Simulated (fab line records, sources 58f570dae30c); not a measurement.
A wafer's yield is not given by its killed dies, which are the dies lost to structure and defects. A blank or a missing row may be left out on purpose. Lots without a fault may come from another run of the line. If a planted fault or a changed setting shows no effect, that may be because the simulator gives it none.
fab line records	flow berkeley-cmos170	part 1 of 2: steps 1 to 42 of 44
record: lots: 6	wafers: 18	last-day: 12
route steps=331 shown M2@282 V2@292 M3@309
lots with no fault: from the same line, run without faults
start-h: hours from the record's first day to the start of the lot's first wafer shown	wait-h: how many hours have passed since the lot's step before this one	" the same as in the row above	L1.1+2: several wafers, shown together as one row	- no value, or no start was given	* or withheld: withheld	< > ~ a bound
route shown NAME@n: a module of which the file shows steps, and the number in the route of the first	usual: mean/standard deviation taken from wafers without a fault	same: alike in all rows	chamber/n: place in a boat	sites: readings site by site	_std_site: how widely they spread, as a standard deviation	_edge_site: mean of outer sites minus mean of inner sites	radius-mm: for every site, how far away it sits from the centre of the wafer	mask NAME#n: copy n	behind: tool/chamber where the wafer was last shaped	hold: what put the lot on hold/how long, in hours/how the hold closed	device: the n, p or np transistor that did not switch	end of line: tests of these same wafers at the route's end	step lacking rows: just its recipe	killed: the dies lost at the first sort to structure and to defects; this is not the yield of the wafer	map: shows each die of a wafer: x if killed, . if not, _ if none is there
set.NAME: the setting that was run; set.NAME@STEP: the one run at that earlier step	model.NAME: the simulator's own value behind a step, which no gauge read
certain route steps with their lots: each step a table, each wafer a row
services: when a tool's chamber went out of use (start-h, in hours from the record's first day, below 0 if earlier), for how many hours, and the reason
== steps ==
step: UCB170_M2_SOFTBAKE_11
recipe: resist: KrF	temp-c: 130	time-s: 60
step: UCB170_M2_EXPOSE_12
recipe: mask-id: METAL2	target-cd-nm: 700	na: 0.5	sigma-outer: 0.6	source-shape: conventional	dose-mj: 26
step: UCB170_M2_PEB_13
recipe: peb-temp-c: 130	peb-time-s: withheld	resist: KrF
step: UCB170_M2_DEVELOP_14
recipe: developer: TMAH	develop-time-s: 45	resist: KrF	dev-temp-c: 21
step: UCB170_M2_CD_MEAS_15
recipe: target-cd-nm: 700
usual: cd-nm: 700.2/1.4
lot.wafer	tool	chamber	start-h	wait-h	cd-nm
L868.1	cd-sem-01	-	176.23	-	699.4
L868.2	"	-	"	"	698.7
L868.4	"	-	"	"	700.8
L875.1	cd-sem-02	-	217.14	-	702.4
L875.4	"	-	"	"	701.2
L875.5	"	-	"	"	699.2
L877.1	cd-sem-02	-	221.05	-	699.0
L877.2	"	-	"	"	699.4
L877.4	"	-	"	"	700.6
L878.1	cd-sem-01	-	238.31	-	700.1
L878.4	"	-	"	"	698.5
L878.6	"	-	"	"	698.7
L881.1	cd-sem-02	-	255.05	-	702.0
L881.2	"	-	"	"	701.1
L881.3	"	-	"	"	701.0
L885.1	cd-sem-01	-	285.62	-	698.4
L885.4	"	-	"	"	697.6
L885.6	"	-	"	"	698.2
step: UCB170_M2_OVL_MEAS_16
usual: M2_OVL: 1/5.2
lot.wafer	tool	chamber	start-h	wait-h	M2_OVL[nm]
L868.1	overlay-01	-	176.35	0.1	17
L868.2	"	-	"	"	-3
L868.4	"	-	"	"	-3
L875.1	overlay-02	-	217.26	0.1	8
L875.4	"	-	"	"	-3
L875.5	"	-	"	"	2
L877.1	overlay-01	-	221.17	0.1	4
L877.2	"	-	"	"	-1
L877.4	"	-	"	"	-5
L878.1	overlay-01	-	238.43	0.1	-3
L878.4	"	-	"	"	-4
L878.6	"	-	"	"	0
L881.1	overlay-02	-	255.17	0.1	-11
L881.2	"	-	"	"	0
L881.3	"	-	"	"	-7
L885.1	overlay-02	-	285.74	0.1	2
L885.4	"	-	"	"	3
L885.6	"	-	"	"	-7
step: UCB170_M2_ETCH_17
recipe: chemistry: N2/H2	target-depth-a: withheld	overetch-a: withheld	target: BARC	time-s: withheld	source-w: 500	bias-w: 100	pressure-mtorr: 30	n2-flow-sccm: 100	h2-flow-sccm: 200
usual: drypump-motor-current-A: 5.5/0.31	oes-product-au: 0.994/0.016	throttle-valve-pct: 13.31/0.13
lot.wafer	tool	chamber	start-h	wait-h	drypump-motor-current-A	oes-product-au	throttle-valve-pct
L868.1	rie-diel-02	1	176.39	0.0	5.6	1.016	13.42
L868.2	"	2	"	"	5.4	0.985	13.27
L868.4	"	3	"	"	6.0	0.988	13.18
L875.1	rie-diel-01	1	217.30	0.0	5.6	0.998	13.30
L875.4	"	0	"	"	4.7	1.013	13.38
L875.5	"	2	"	"	5.9	0.972	13.38
L877.1	rie-diel-02	2	221.21	0.0	5.4	0.972	13.27
L877.2	"	3	"	"	6.0	0.976	13.16
L877.4	"	2	"	"	5.4	0.964	13.30
L878.1	rie-diel-01	0	238.46	0.0	4.7	1.022	13.37
L878.4	"	3	"	"	5.5	1.007	13.31
L878.6	"	3	"	"	5.5	0.999	13.33
L881.1	rie-diel-02	3	255.21	0.0	6.0	0.988	13.16
L881.2	"	0	"	"	5.4	0.998	13.41
L881.3	"	2	"	"	5.3	0.976	13.26
L885.1	rie-diel-02	3	285.78	0.0	6.0	0.972	13.17
L885.4	"	2	"	"	5.4	0.971	13.28
L885.6	"	0	"	"	5.3	0.991	13.42
step: UCB170_M2_METAL_ETCH_18
recipe: chemistry: Cl2/BCl3	target: Al	stop-on: SiO2	pressure-mtorr: 12	target-depth-a: 11700	over-etch-frac: 0.3	time-s: 195	icp-w: 600	bias-w: 120	Cl2_flow_sccm: 90	bcl3-flow-sccm: 45
usual: drypump-motor-current-A: 5.8/0.32	he-backside-leak-sccm: 3.4/0.33	oes-product-au: 0.850/0.014	throttle-valve-pct: 24.33/0.14
lot.wafer	tool	chamber	start-h	wait-h	drypump-motor-current-A	he-backside-leak-sccm	oes-product-au	rf-hours-counter-h	throttle-valve-pct
L868.1	rie-metal-02	1	176.43	-	5.6	3.3	0.820	10	24.53
L868.2	"	0	"	"	5.9	3.2	0.844	4	24.29
L868.4	"	0	"	"	6.0	3.1	0.855	-	24.29
L875.1	rie-metal-04	1	217.34	-	5.8	3.2	0.856	13	24.49
L875.4	"	0	"	"	6.6	3.3	0.840	-	24.33
L875.5	"	1	"	"	5.8	3.5	0.848	-	24.48
L877.1	rie-metal-01	1	221.25	-	5.6	3.3	0.853	13	24.18
L877.2	"	0	"	"	5.7	3.4	0.860	7	24.36
L877.4	"	1	"	"	5.6	3.3	0.865	-	24.16
L878.1	rie-metal-02	0	238.51	-	6.0	3.2	0.863	5	24.29
L878.4	"	0	"	"	6.0	3.1	0.858	-	24.28
L878.6	"	1	"	"	5.6	3.4	0.833	-	24.51
L881.1	rie-metal-01	0	255.25	-	5.7	3.5	0.859	8	24.34
L881.2	"	1	"	"	5.6	3.4	0.839	0	24.08
L881.3	"	0	"	"	5.7	3.3	0.882	-	24.33
L885.1	rie-metal-01	0	285.82	-	5.7	3.7	0.854	9	24.34
L885.4	"	1	"	"	5.6	3.4	0.824	-	24.05
L885.6	"	0	"	"	5.7	3.5	0.860	-	24.34
step: UCB170_M2_STRIP_19
recipe: chemistry: O2	power-w: 400	pressure-mtorr: 3500	platen-temp-c: withheld	o2-flow-sccm: 400	overash-fraction: 0.5
usual: drypump-motor-current-A: 6.05/0.16	oes-product-au: 0.537/0.01
lot.wafer	tool	chamber	start-h	wait-h	drypump-motor-current-A	oes-product-au	rf-hours-counter-h
L868.1	plasma-asher-03	1	176.62	0.1	5.97	0.550	42
L868.2	"	0	"	"	5.98	0.549	42
L868.4	"	0	"	"	5.98	0.552	-
L875.1	plasma-asher-01	1	217.53	0.1	6.21	0.518	10
L875.4	"	1	"	"	6.24	0.541	-
L875.5	"	1	"	"	6.21	0.521	-
L877.1	plasma-asher-01	0	221.44	0.1	5.94	0.529	11
L877.2	"	1	"	"	6.21	0.525	11
L877.4	"	0	"	"	5.90	0.530	-
L878.1	plasma-asher-03	0	238.69	0.1	5.97	0.544	49
L878.4	"	0	"	"	5.96	0.547	-
L878.6	"	0	"	"	5.98	0.540	-
L881.1	plasma-asher-03	1	255.44	0.1	5.99	0.542	50
L881.2	"	0	"	"	5.97	0.535	50
L881.3	"	1	"	"	5.98	0.541	-
L885.1	plasma-asher-01	1	286.01	0.1	6.22	0.518	17
L885.4	"	0	"	"	5.94	0.532	-
L885.6	"	1	"	"	6.22	0.531	-
step: UCB170_M2_CD_MEAS_90
recipe: target-cd-nm: 700
usual: cd-nm: 699.8/2.4
lot.wafer	tool	chamber	start-h	wait-h	cd-nm
L868.1	cd-sem-01	-	176.72	0.1	695.6
L868.2	"	-	"	"	696.0
L868.4	"	-	"	"	698.6
L875.1	cd-sem-01	-	217.63	0.1	701.2
L875.4	"	-	"	"	700.4
L875.5	"	-	"	"	698.6
L877.1	cd-sem-02	-	221.54	0.1	701.7
L877.2	"	-	"	"	699.0
L877.4	"	-	"	"	701.5
L878.1	cd-sem-01	-	238.79	0.1	701.4
L878.4	"	-	"	"	694.9
L878.6	"	-	"	"	698.7
L881.1	cd-sem-02	-	255.54	0.1	700.9
L881.2	"	-	"	"	701.9
L881.3	"	-	"	"	700.8
L885.1	cd-sem-01	-	286.11	0.1	696.9
L885.4	"	-	"	"	697.4
L885.6	"	-	"	"	695.1
step: UCB170_V2_CVD_00
recipe: material: SiO2	target-thk-nm: 2000	temp-c: 390	precursor: TEOS/O2	time-s: 250	rf-w: 550	pressure-mtorr: 9000
usual: heater-power-w: 245/54
lot.wafer	tool	chamber	start-h	wait-h	heater-power-w
L868.1	pecvd-02	0	176.84	0.1	283
L868.2	"	2	"	"	264
L868.4	"	2	"	"	324
L875.1	pecvd-01	2	217.75	0.1	287
L875.4	"	0	"	"	356
L875.5	"	2	"	"	212
L877.1	pecvd-02	0	221.66	0.1	252
L877.2	"	2	"	"	334
L877.4	"	0	"	"	187
L878.1	pecvd-02	1	238.91	0.1	148
L878.4	"	1	"	"	210
L878.6	"	0	"	"	192
L881.1	pecvd-01	0	255.66	0.1	363
L881.2	"	2	"	"	266
L881.3	"	1	"	"	287
L885.1	pecvd-01	0	286.23	0.1	351
L885.4	"	2	"	"	287
L885.6	"	0	"	"	262
step: UCB170_V2_THK_MEAS_01
recipe: reads: SiO2_of_V2_CVD_00
usual: V2_TEOS_THK: 1987/24
lot.wafer	tool	chamber	start-h	wait-h	V2_TEOS_THK[nm]
L868.1	film-metro-01	-	176.99	0.1	1960
L868.2	"	-	"	"	1944
L868.4	"	-	"	"	2005
L875.1	film-metro-04	-	217.91	0.1	1974
L875.4	"	-	"	"	2015
L875.5	"	-	"	"	2012
L877.1	film-metro-02	-	221.81	0.1	1928
L877.2	"	-	"	"	1966
L877.4	"	-	"	"	1985
L878.1	film-metro-01	-	239.07	0.1	1936
L878.4	"	-	"	"	1962
L878.6	"	-	"	"	1993
L881.1	film-metro-01	-	255.81	0.1	2017
L881.2	"	-	"	"	2008
L881.3	"	-	"	"	2001
L885.1	film-metro-02	-	286.38	0.1	1940
L885.4	"	-	"	"	1968
L885.6	"	-	"	"	1997
step: UCB170_V2_CMP_02
recipe: material: SiO2	down-force-psi: 6	platen-rpm: 60	pad-velocity-m-s: 0.75398
usual: head-pressure-psi: 6.002/0.013	motor-current-A: 16.1/1.3
lot.wafer	tool	chamber	start-h	wait-h	head-pressure-psi	motor-current-A	model.SiO2_of_V2_CVD_00.thk-nm
L868.1	cmp-02	0	177.05	0.1	6.001	16.3	1002
L868.2	"	1	"	"	6.027	15.4	1002
L868.4	"	3	"	"	6.002	17.7	1002
L875.1	cmp-02	0	217.97	0.1	5.994	15.2	1075
L875.4	"	1	"	"	5.991	14.3	1075
L875.5	"	0	"	"	5.998	16.3	1076
L877.1	cmp-02	1	221.87	0.1	6.014	13.7	1075
L877.2	"	2	"	"	6.002	14.6	1076
L877.4	"	0	"	"	6.007	16.0	1076
L878.4	cmp-01	1	239.13	0.0	6.014	15.6	1001
L878.1	"	2	"	"	6.012	17.0	1002
L878.6	"	1	"	"	5.993	15.6	1001
L881.2	cmp-01	2	255.87	0.0	5.988	17.5	1000
L881.1	"	0	"	"	6.005	15.6	1001
L881.3	"	1	"	"	5.986	13.9	1000
L885.1	cmp-02	2	286.49	0.1	6.001	14.8	999.9
L885.4	"	0	"	"	5.999	15.8	999.6
L885.6	"	2	"	"	6.005	14.3	999.4
step: UCB170_V2_BOW_MEAS_03
recipe: mode: bow
usual: V2_BOW: 37/7.4
lot.wafer	tool	chamber	start-h	wait-h	V2_BOW[um]
L868.1	film-metro-01	-	177.35	0.2	41
L868.2	"	-	"	"	33
L868.4	"	-	"	"	33
L875.1	film-metro-04	-	218.27	0.2	39
L875.4	"	-	"	"	34
L875.5	"	-	"	"	31
L877.1	film-metro-01	-	222.17	0.2	44
L877.2	"	-	"	"	48
L877.4	"	-	"	"	38
L878.1	film-metro-01	-	239.43	0.2	24
L878.4	"	-	"	"	33
L878.6	"	-	"	"	34
L881.1	film-metro-04	-	256.17	0.1	23
L881.2	"	-	"	"	35
L881.3	"	-	"	"	40
L885.1	film-metro-02	-	286.74	0.2	32
L885.4	"	-	"	"	40
L885.6	"	-	"	"	41
step: UCB170_V2_THK_MEAS_04
recipe: reads: SiO2_of_V2_CVD_00
usual: V2_POLISHED_THK: 1000.5/1.1
lot.wafer	tool	chamber	start-h	wait-h	V2_POLISHED_THK[nm]
L868.1	film-metro-01	-	177.47	0.1	1001.4
L868.2	"	-	"	"	1001.7
L868.4	"	-	"	"	1002.6
L875.1	film-metro-04	-	218.39	0.1	1074.5
L875.4	"	-	"	"	1075.2
L875.5	"	-	"	"	1076.1
L877.1	film-metro-01	-	222.29	0.1	1075.9
L877.2	"	-	"	"	1076.4
L877.4	"	-	"	"	1077.0
L878.1	film-metro-01	-	239.55	0.1	1002.0
L878.4	"	-	"	"	1001.5
L878.6	"	-	"	"	1000.8
L881.1	film-metro-04	-	256.29	0.1	999.2
L881.2	"	-	"	"	999.9
L881.3	"	-	"	"	1000.2
L885.1	film-metro-02	-	286.86	0.1	999.8
L885.4	"	-	"	"	999.2
L885.6	"	-	"	"	1000.0
step: UCB170_V2_CLEAN_05
recipe: chemistry: DIW
step: UCB170_V2_HMDS_06
recipe: prime-time-s: 60	prime-temp-c: 100
step: UCB170_V2_COAT_07
recipe: resist: KrF	spin-rpm: 1500	resist-thk-nm: 900
step: UCB170_V2_SOFTBAKE_08
recipe: resist: KrF	temp-c: 130	time-s: 60
step: UCB170_V2_EXPOSE_09
recipe: mask-id: VIA2	target-cd-nm: 700	na: 0.5	sigma-outer: 0.6	source-shape: conventional	dose-mj: 37
step: UCB170_V2_PEB_10
recipe: peb-temp-c: 130	peb-time-s: withheld	resist: KrF
step: UCB170_V2_DEVELOP_11
recipe: developer: TMAH	develop-time-s: 45	resist: KrF	dev-temp-c: 21
step: UCB170_V2_CD_MEAS_12
recipe: target-cd-nm: 700
usual: cd-nm: 699.5/1.5
lot.wafer	tool	chamber	start-h	wait-h	cd-nm
L868.1	cd-sem-01	-	179.08	-	701.2
L868.2	"	-	"	"	701.8
L868.4	"	-	"	"	701.4
L875.1	cd-sem-01	-	219.62	-	699.1
L875.4	"	-	"	"	699.5
L875.5	"	-	"	"	698.7
L877.1	cd-sem-02	-	225.05	-	697.8
L877.2	"	-	"	"	699.1
L877.4	"	-	"	"	699.6
L878.1	cd-sem-01	-	241.09	-	699.0
L878.4	"	-	"	"	698.4
L878.6	"	-	"	"	697.8
L881.1	cd-sem-01	-	257.88	-	700.2
L881.2	"	-	"	"	700.1
L881.3	"	-	"	"	699.5
L885.1	cd-sem-02	-	288.92	-	698.9
L885.4	"	-	"	"	698.5
L885.6	"	-	"	"	698.5
step: UCB170_V2_OVL_MEAS_13
usual: V2_OVL: 0/7
lot.wafer	tool	chamber	start-h	wait-h	V2_OVL[nm]
L868.1	overlay-01	-	179.20	0.1	4
L868.2	"	-	"	"	-2
L868.4	"	-	"	"	-7
L875.1	overlay-01	-	219.74	0.1	7
L875.4	"	-	"	"	-2
L875.5	"	-	"	"	9
L877.1	overlay-02	-	225.17	0.1	14
L877.2	"	-	"	"	-1
L877.4	"	-	"	"	-3
L878.1	overlay-02	-	241.21	0.1	-2
L878.4	"	-	"	"	6
L878.6	"	-	"	"	13
L881.1	overlay-01	-	258.00	0.1	-2
L881.2	"	-	"	"	7
L881.3	"	-	"	"	-2
L885.1	overlay-02	-	289.04	0.1	-12
L885.4	"	-	"	"	2
L885.6	"	-	"	"	4
step: UCB170_V2_ETCH_14
recipe: chemistry: CHF3/CF4/Ar	target: SiO2	stop-on: Al	CHF3_flow_sccm: 45	cf4-flow-sccm: 15	Ar_flow_sccm: 150	pressure-mtorr: 200	rf-w: 700	target-depth-a: 12500	over-etch-frac: 0.25	time-s: 291
usual: drypump-motor-current-A: 5.5/0.37	oes-product-au: 0.876/0.012	throttle-valve-pct: 6.95/0.11
lot.wafer	tool	chamber	start-h	wait-h	drypump-motor-current-A	oes-product-au	rf-hours-counter-h	throttle-valve-pct	model.etch.depth-nm	model.V2.feature-depth-nm
L868.1	rie-diel-01	2	179.24	0.0	6.0	0.848	9	6.96	1002	1002
L868.2	"	1	"	"	5.7	0.883	4	6.94	1002	1002
L868.4	"	3	"	"	5.5	0.880	129	6.94	1002	1002
L875.1	rie-diel-04	2	219.78	0.0	5.9	0.930	62	6.74	1075	1075
L875.4	"	3	"	"	5.3	0.917	14	7.11	1075	1076
L875.5	"	0	"	"	6.0	0.920	-	6.81	1076	1076
L877.1	rie-diel-01	3	225.20	0.0	5.5	0.916	131	6.92	1075	1075
L877.2	"	0	"	"	4.7	0.924	0	6.99	1076	1076
L877.4	"	1	"	"	5.7	0.918	6	6.94	1076	1076
L878.1	rie-diel-01	0	241.24	0.0	4.7	0.891	1	7.00	1002	1002
L878.4	"	3	"	"	5.5	0.872	132	6.92	1001	1001
L878.6	"	0	"	"	4.7	0.879	-	6.99	1001	1001
L881.1	rie-diel-03	3	258.03	0.0	5.0	0.871	110	6.85	1001	1001
L881.2	"	0	"	"	5.6	0.862	80	7.14	1000	1000
L881.3	"	1	"	"	5.4	0.888	53	6.86	1000	1000
L885.1	rie-diel-03	3	289.08	0.0	5.0	0.870	112	6.82	999.9	999.9
L885.4	"	0	"	"	5.6	0.863	82	7.13	999.6	999.9
L885.6	"	0	"	"	5.6	0.860	-	7.12	999.4	999.7
step: UCB170_V2_STRIP_15
recipe: chemistry: O2	power-w: 400	pressure-mtorr: 3500	platen-temp-c: withheld	o2-flow-sccm: 400	overash-fraction: 0.5
step: UCB170_V2_CD_MEAS_90
recipe: target-cd-nm: 700
usual: cd-nm: 699.3/1.5
lot.wafer	tool	chamber	start-h	wait-h	cd-nm
L868.1	cd-sem-02	-	179.51	0.1	701.8
L868.2	"	-	"	"	701.0
L868.4	"	-	"	"	701.2
L875.1	cd-sem-02	-	220.05	0.1	699.8
L875.4	"	-	"	"	699.3
L875.5	"	-	"	"	698.1
L877.1	cd-sem-01	-	225.48	0.1	696.5
L877.2	"	-	"	"	698.5
L877.4	"	-	"	"	699.6
L878.1	cd-sem-01	-	241.52	0.1	698.5
L878.4	"	-	"	"	697.7
L878.6	"	-	"	"	697.7
L881.1	cd-sem-01	-	258.31	0.1	700.3
L881.2	"	-	"	"	700.5
L881.3	"	-	"	"	698.7
L885.1	cd-sem-02	-	289.36	0.1	699.1
L885.4	"	-	"	"	698.8
L885.6	"	-	"	"	698.1
step: UCB170_M3_PRE_CLEAN_00
recipe: gas: Ar	preclean-etch-time-s: 60
step: UCB170_M3_SPUTTER_01
recipe: material: Al	target-thk-nm: 900	time-s: 120	power-w: 6000	chamber-pressure-pa: 0.5
usual: throttle-valve-pct: 30.0/0.76
lot.wafer	tool	chamber	start-h	wait-h	throttle-valve-pct
L868.1	pvd-sputter-03	-	179.70	0.0	29.8
L868.2	"	-	"	"	30.3
L868.4	"	-	"	"	30.5
L875.1	pvd-sputter-04	-	220.24	0.0	30.0
L875.4	"	-	"	"	29.1
L875.5	"	-	"	"	29.2
L877.1	pvd-sputter-03	-	225.67	0.0	30.5
L877.2	"	-	"	"	30.5
L877.4	"	-	"	"	30.2
L878.1	pvd-sputter-03	-	241.71	0.0	30.3
L878.4	"	-	"	"	30.9
L878.6	"	-	"	"	30.9
L881.1	pvd-sputter-03	-	258.50	0.0	30.2
L881.2	"	-	"	"	30.6
L881.3	"	-	"	"	29.8
L885.1	pvd-sputter-04	-	289.54	0.0	30.4
L885.4	"	-	"	"	29.0
L885.6	"	-	"	"	29.1
step: UCB170_M3_RS_MEAS_02
recipe: thk-meas-gauge: four-point-probe	reads: Al_of_M3_SPUTTER_01
usual: M3_AL_RS: 0.0322/0.00038
lot.wafer	tool	chamber	start-h	wait-h	M3_AL_RS[ohm/sq]
L868.1	film-metro-04	-	179.78	0.0	0.0323
L868.2	"	-	"	"	0.0320
L868.4	"	-	"	"	0.0322
L875.1	film-metro-04	-	220.32	0.0	0.0319
L875.4	"	-	"	"	0.0320
L875.5	"	-	"	"	0.0318
L877.1	film-metro-03	-	225.75	0.0	0.0318
L877.2	"	-	"	"	0.0319
L877.4	"	-	"	"	0.0317
L878.1	film-metro-01	-	241.79	0.0	0.0320
L878.4	"	-	"	"	0.0322
L878.6	"	-	"	"	0.0326
L881.1	film-metro-03	-	258.58	0.0	0.0326
L881.2	"	-	"	"	0.0328
L881.3	"	-	"	"	0.0327
L885.1	film-metro-04	-	289.63	0.0	0.0318
L885.4	"	-	"	"	0.0321
L885.6	"	-	"	"	0.0321
step: UCB170_M3_THK_MEAS_03
recipe: thk-meas-gauge: xrf	reads: Al_of_M3_SPUTTER_01
usual: M3_AL_THK: 874/11
lot.wafer	tool	chamber	start-h	wait-h	M3_AL_THK[nm]
L868.1	film-metro-04	-	179.90	0.1	863
L868.2	"	-	"	"	877
L868.4	"	-	"	"	871
L875.1	film-metro-04	-	220.44	0.1	880
L875.4	"	-	"	"	882
L875.5	"	-	"	"	891
L877.1	film-metro-03	-	225.87	0.1	886
L877.2	"	-	"	"	882
L877.4	"	-	"	"	891
L878.1	film-metro-01	-	241.91	0.1	876
L878.4	"	-	"	"	871
L878.6	"	-	"	"	859
L881.1	film-metro-03	-	258.70	0.1	869
L881.2	"	-	"	"	866
L881.3	"	-	"	"	863
L885.1	film-metro-04	-	289.75	0.1	875
L885.4	"	-	"	"	875
L885.6	"	-	"	"	870
step: UCB170_M3_HMDS_04
recipe: prime-time-s: 60	prime-temp-c: 100
step: UCB170_M3_COAT_05
recipe: resist: KrF	spin-rpm: 1500	resist-thk-nm: 900
step: UCB170_M3_SOFTBAKE_06
recipe: resist: KrF	temp-c: 130	time-s: 60
step: UCB170_M3_STRIP_07
recipe: chemistry: O2	power-w: 400	pressure-mtorr: 3500	platen-temp-c: withheld	o2-flow-sccm: 400	overash-fraction: 0.5
step: UCB170_M3_STRIP_08
recipe: chemistry: DMSO	temp-c: 80	time-s: 600	material: KrF
step: UCB170_M3_COAT_09
recipe: resist: BARC	temp-c: withheld	time-s: withheld	spin-rpm: 3000	resist-thk-nm: withheld
step: UCB170_M3_COAT_10
recipe: resist: KrF	spin-rpm: 1500	resist-thk-nm: 900
step: UCB170_M3_SOFTBAKE_11
recipe: resist: KrF	temp-c: 130	time-s: 60
step: UCB170_M3_EXPOSE_12
recipe: mask-id: METAL3	target-cd-nm: 700	na: 0.5	sigma-outer: 0.6	source-shape: conventional	dose-mj: 26
step: UCB170_M3_PEB_13
recipe: peb-temp-c: 130	peb-time-s: withheld	resist: KrF
step: UCB170_M3_DEVELOP_14
recipe: developer: TMAH	develop-time-s: 45	resist: KrF	dev-temp-c: 21
== key ==
first-sign: step: UCB170_V2_THK_MEAS_04	reading: V2_POLISHED_THK	direction: up	sigmas: 66	usual: 1000.5	struck: 1075.9
effect: step: UCB170_V2_ETCH_14	reading: oes-product-au	direction: up	sigmas: 3.6	usual: 0.876	struck: 0.921
model-effect: step: UCB170_V2_CMP_02	value: SiO2_of_V2_CVD_00.thk-nm	without: 1001	struck: 1076
model-effect: step: UCB170_V2_ETCH_14	value: etch.depth-nm	without: 1001	struck: 1076
model-effect: step: UCB170_M3_METAL_ETCH_18	value: SiO2_of_V2_CVD_00.thk-nm	without: 938	struck: 1013
met-at UCB170_V2_CMP_02
struck-wafers L875.1,L875.4,L875.5,L877.1,L877.2,L877.4
onset-between 177.05 217.97
fault: kind: process-parameter-drift	tool: cmp-02	chamber: -	onset-h: 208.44	steps: UCB170_V2_CMP_02	channel: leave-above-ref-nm	offset: 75	shape: step	end-h: 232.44	acts-in: these-recipes-only	stated: 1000
